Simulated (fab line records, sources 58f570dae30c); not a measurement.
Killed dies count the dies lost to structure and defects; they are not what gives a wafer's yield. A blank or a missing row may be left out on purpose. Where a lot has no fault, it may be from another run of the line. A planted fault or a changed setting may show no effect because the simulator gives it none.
The tool behind it: which one?    flow berkeley cmos170    Sampling: 14 lots, 42 wafers, 7 of 331 route steps

== WHAT THE GAUGES READ, wafer by wafer ==
UCB170_ACTIVE_THK_MEAS_03.
lot   measured     on             ACTIVE_OXIDE_THK (nm)
L780  day 4 04:28  film metro-01  26.3 26.5 26.4
L779  day 4 04:28  film metro-04  27.3 27.5 27.3
L781  day 4 08:43  film metro-01  26.3 26.0 26.1
L782  day 4 15:10  film metro-04  27.1 26.9 26.8
L783  day 4 15:08  film metro-01  27.2 26.9 27.4
L784  day 5 00:46  film metro-03  27.4 28.1 27.6
L785  day 5 12:12  film metro-04  26.7 26.6 26.6
L786  day 5 12:14  film metro-01  26.7 26.8 27.0
L787  day 6 02:29  film metro-04  26.8 26.8 27.3
L789  day 6 02:30  film metro-01  26.6 26.5 26.9
L792  day 7 02:05  film metro-03  27.1 27.1 26.9
L791  day 7 02:05  film metro-04  26.8 26.7 26.9
L802  day 8 19:34  film metro-01  27.0 26.8 26.6
L801  day 8 19:31  film metro-01  27.3 27.0 26.8

UCB170_FIELD_THK_MEAS_02.
lot   measured     on             FIELD_OXIDE_THK (nm)
L780  day 4 21:59  film metro-02  580 566 563
L779  day 4 21:59  film metro-04  562 562 561
L781  day 5 09:36  film metro-02  558 556 565
L782  day 5 09:38  film metro-01  596 592 600
L783  day 5 09:40  film metro-01  585 582 587
L784  day 5 20:58  film metro-02  570 582 566
L785  day 6 08:10  film metro-01  672 677 677 672 677 677
L786  day 6 08:12  film metro-02  676 673 684 676 672 684
L787  day 6 19:21  film metro-04  562 561 557
L789  day 6 22:10  film metro-01  694 693 695 695 692 694
L792  day 7 15:39  film metro-01  571 562 564
L791  day 7 15:40  film metro-04  567 580 583
L802  day 9 22:05  film metro-04  554 557 558
L801  day 9 22:05  film metro-02  566 555 563

UCB170_FIELD_THK_MEAS_90.
lot   measured      on             FIELD_OXIDE_LEFT_1_THK (nm)
L780  day 5 08:47   film metro-01  464 450 446
L779  day 5 08:47   film metro-02  446 447 445
L781  day 5 19:30   film metro-02  438 436 445
L782  day 5 19:32   film metro-01  479 475 483
L783  day 5 19:30   film metro-04  468 465 470
L784  day 6 09:11   film metro-04  454 466 450
L785  day 6 22:54   film metro-01  556 561 561 556 561 561
L786  day 6 19:26   film metro-02  559 556 567 559 556 567
L787  day 7 03:02   film metro-01  446 445 441
L789  day 7 11:15   film metro-01  577 574 577 577 574 577
L792  day 7 21:56   film metro-02  454 446 448
L791  day 7 21:57   film metro-04  452 464 468
L802  day 10 05:34  film metro-02  436 440 442
L801  day 10 05:32  film metro-04  449 438 446

UCB170_PVT_OVL_MEAS_06.
lot   measured      on          PVT_OVL (nm)
L780  day 6 02:06   overlay-02  -1 -8 -3
L779  day 6 01:50   overlay-01  -11 -5 -4
L781  day 6 19:42   overlay-01  5 -2 -2
L782  day 6 23:44   overlay-02  7 0 0
L783  day 6 23:59   overlay-02  2 -3 -1
L784  day 7 03:58   overlay-02  -1 -4 -2
L785  day 7 14:20   overlay-02  0 -6 -11
L786  day 7 07:11   overlay-01  0 -5 8
L787  day 7 17:19   overlay-02  -9 -6 -9
L789  day 7 23:43   overlay-01  4 4 3
L792  day 8 11:45   overlay-01  -2 -3 0
L791  day 8 12:01   overlay-02  -1 2 -1
L802  day 10 22:05  overlay-02  -3 -3 2
L801  day 10 22:34  overlay-02  -3 -5 6

UCB170_FIELD_THK_MEAS_91.
lot   measured      on             FIELD_OXIDE_LEFT_2_THK (nm)
L780  day 6 02:31   film metro-02  375 362 358
L779  day 6 02:14   film metro-01  358 358 357
L781  day 6 20:07   film metro-04  349 347 356
L782  day 7 00:10   film metro-04  391 387 394
L783  day 7 00:24   film metro-02  380 377 382
L784  day 7 04:31   film metro-02  366 378 362
L785  day 7 14:53   film metro-01  468 473 473 468 473 473
L786  day 7 07:36   film metro-04  470 467 478 470 467 479
L787  day 7 17:44   film metro-04  357 356 352
L789  day 8 00:08   film metro-02  490 486 489 489 486 489
L792  day 8 12:10   film metro-04  365 357 359
L791  day 8 12:34   film metro-01  365 378 381
L802  day 10 22:30  film metro-01  349 352 355
L801  day 10 22:59  film metro-02  359 347 356

== TOOL THAT RAN EACH LOT (tool first, then ch and the chambers of the sampled wafers, then the start) ==
lot   UCB170_NWELL_ETCH_13               UCB170_FIELD_OXIDATION_01
L780  rie diel-02 ch 0,2,3, day 2 12:07  furnace-01 ch 0, day 4 18:59
L779  rie diel-04 ch 0,3, day 2 12:13    furnace-01 ch 0, day 4 18:59
L781  rie diel-03 ch 0,1,3, day 2 13:00  furnace-04 ch 0, day 5 06:36
L782  rie diel-04 ch 0,1,2, day 2 20:58  furnace-04 ch 0, day 5 06:36
L783  rie diel-02 ch 0,1,3, day 3 00:47  furnace-04 ch 0, day 5 06:36
L784  rie diel-02 ch 1,2, day 3 08:28    furnace-04 ch 0, day 5 17:58
L785  rie diel-04 ch 0,2,3, day 3 14:17  furnace-04 ch 0, day 6 05:10
L786  rie diel-04 ch 1,2,3, day 3 18:43  furnace-04 ch 0, day 6 05:10
L787  rie diel-04 ch 0,1,2, day 3 23:50  furnace-03 ch 0, day 6 16:21
L789  rie diel-03 ch 0,2,3, day 4 08:51  furnace-04 ch 0, day 6 19:09
L792  rie diel-03 ch 1,3, day 5 03:12    furnace-01 ch 0, day 7 12:39
L791  rie diel-03 ch 0,3, day 5 03:36    furnace-01 ch 0, day 7 12:39
L802  rie diel-02 ch 0,1, day 7 03:44    furnace-04 ch 0, day 9 19:05
L801  rie diel-04 ch 0,3, day 7 03:50    furnace-04 ch 0, day 9 19:05
- UCB170_NWELL_ETCH_13: etches Si3N4 in CH3F/Ar/O2, stops on SiO2, target depth 246.4 nm, time 154 s.
- UCB170_FIELD_OXIDATION_01: target thk 558.3 nm, ox time 7200 s.

== WHAT THE TOOLS THEMSELVES READ (means of the sampled wafers that have a number; where no wafer has one, the mark that the record gives instead) ==
UCB170_NWELL_ETCH_13.
lot   tool         drypump motor current A (A)  oes product au (a.u.)  throttle valve pct (%)
L780  rie diel-02  5.7                          0.957                  8.08
L779  rie diel-04  6.1                          0.939                  8.13
L781  rie diel-03  5.5                          0.943                  8.06
L782  rie diel-04  6.1                          0.938                  8.14
L783  rie diel-02  5.6                          0.941                  8.05
L784  rie diel-02  6.1                          0.924                  7.95
L785  rie diel-04  6.2                          0.936                  8.12
L786  rie diel-04  6.0                          0.939                  8.16
L787  rie diel-04  6.1                          0.938                  8.14
L789  rie diel-03  5.8                          0.934                  8.02
L792  rie diel-03  5.7                          0.935                  8.05
L791  rie diel-03  6.0                          0.945                  7.99
L802  rie diel-02  5.5                          0.933                  8.01
L801  rie diel-04  6.1                          0.932                  8.13

UCB170_FIELD_OXIDATION_01.
lot   tool        ox temp c max
L780  furnace-01  1003.2
L779  furnace-01  1003.9
L781  furnace-04  1005.8
L782  furnace-04  1004.7
L783  furnace-04  1005.8
L784  furnace-04  1004.8
L785  furnace-04  1005.2
L786  furnace-04  1003.8
L787  furnace-03  1002.4
L789  furnace-04  1004.5
L792  furnace-01  1003.3
L791  furnace-01  1003.6
L802  furnace-04  1004.9
L801  furnace-04  1005.1

== THE ANSWER, worked out from the rows above alone ==
Rule: the usual values come from the lots themselves. The widest of any qualifying gaps counts: lots, ordered by their means at a reading, are off when they make up no more than a third of the lots, leave a main group of 4 or more, and stand apart from it by 3 or more times the standard deviation of that group's means. A main group is skipped when, at the precision printed for the reading in the tables above, its means are all equal. Also off: a lot with no number at a reading for which 4 or more lots have one. The other lots that the step has rows for count as sound. First the gauges in route order, then the tools' own readings, where a lot's mean is used as printed above. The first step at which some lot is off is used, and at that step the reading that is off furthest; a lot without a number counts as furthest.
Off: at UCB170_FIELD_THK_MEAS_02 (FIELD_OXIDE_THK), L785, L786, L789. Mean 569 nm and standard deviation 12 in the main group.
If a tool, at a process step before that reading, ran all the lots that are off and no sound lot after the first of them, it fits. Gauges at UCB170_FIELD_THK_MEAS_02: tried the same way as those tools. None of those tried fits.

== WHAT THE SIMULATOR HAD PUT IN ==
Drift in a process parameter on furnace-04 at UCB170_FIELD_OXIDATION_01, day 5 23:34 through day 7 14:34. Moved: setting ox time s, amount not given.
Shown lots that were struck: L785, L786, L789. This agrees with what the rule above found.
